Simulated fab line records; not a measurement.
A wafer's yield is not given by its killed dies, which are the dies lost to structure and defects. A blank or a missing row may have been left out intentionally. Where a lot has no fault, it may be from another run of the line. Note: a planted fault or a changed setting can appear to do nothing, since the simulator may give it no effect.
Problem report in the 8D (eight disciplines) form, filled by code ; flow rit cmos ; the parts of the form that need people (team, actions taken, sign-off) are left out

## 1. THE PROBLEM
Mean PLDD_TW at RIT_PLDD_TW_MEAS_10: 30 over 6 wafers in 2 lots; fault-free wafers: 2342, standard deviation 14. That is -99 or more standard deviations from the usual mean.
Earliest sighting: wafer L309.4 on film metro-02 at day 5 11:33. The record holds 42 wafers of 14 lots with a number at this step. Rule for "out", or "out of limits": more than 4 standard deviations from the usual mean. Any other wafer with a number is counted as sound.

## 2. WHAT IT IS, WHAT IT ISN'T
question;is;is not
which readings at this step;PLDD_TW;-
which lots;L309, L310;L297, L299, L300, L301, L302, L311, L312, L314, L316, L317, L318, L319
which wafers of those lots;all that have a number;-
read on which gauges;film metro-02, film metro-03;film metro-04
when;from day 5 11:33;"up to then (15 sound wafers); but 21 sound wafers of L311, L312, L314, L316, L317, L318, L319 came after"

## 3. SUSPECTS, AND WHAT RULES EACH OUT
Counting: a tool stays on the suspect list if, at a process step up to the reading, it processed all lots that are out and no sound lot following the first of them.
- the gauge at RIT_PLDD_TW_MEAS_10: ruled out. 2 gauges (film metro-02, film metro-03) read the wafers that are out.
- litho track-01 at RIT_PLDD_DEVELOP_05 (develop time 50 s): kept. All lots that are out passed through it, beginning with L309 at day 5 10:00, and no sound lot followed; its final sound lot before that point was L302 at day 3 21:00.
Remaining after the count: litho track-01 at RIT_PLDD_DEVELOP_05.

## 4. THE CAUSE (what the simulator had put in)
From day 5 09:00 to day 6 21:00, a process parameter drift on litho track-01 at RIT_PLDD_DEVELOP_05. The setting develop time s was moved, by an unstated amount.
The count eliminated every tool but this one.

## 5. THE CHAIN OF EFFECTS, in route order
Each row: a reading whose mean over the struck wafers that have a number lies more than 3 standard deviations from the usual. Only readings for which the record gives a usual standard deviation are gone through. hours: the time from each lot's start at the first step in this table that gives one to its start at this step, as a median over the lots. sigmas: the change in usual standard deviations.
hours;step;reading;usual;on struck wafers;change;sigmas
0;RIT_PLDD_TW_MEAS_10;PLDD_TW;2342;30;-2312;-99 or more
14;RIT_M1_PROBE_99;killed at front end;7.0;263.8;+256.8;+89
14;RIT_M1_PROBE_99;killed dies;7.0;264.0;+257.0;+89
14;RIT_M1_PROBE_99;killed on rim;1.8;70.0;+68.2;+49
Here are the process steps it includes:
- RIT_M1_PROBE_99

## 6. WHAT WOULD HAVE CAUGHT IT SOONER
In this record the first reading out of limits at a measuring or inspecting step was taken at day 5 11:33, 3 hours after the fault began at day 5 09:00.
Lots out: 2; of these, L310 started RIT_PLDD_DEVELOP_05 on litho track-01 after day 5 11:33. Holding the tool at that time would have saved it.
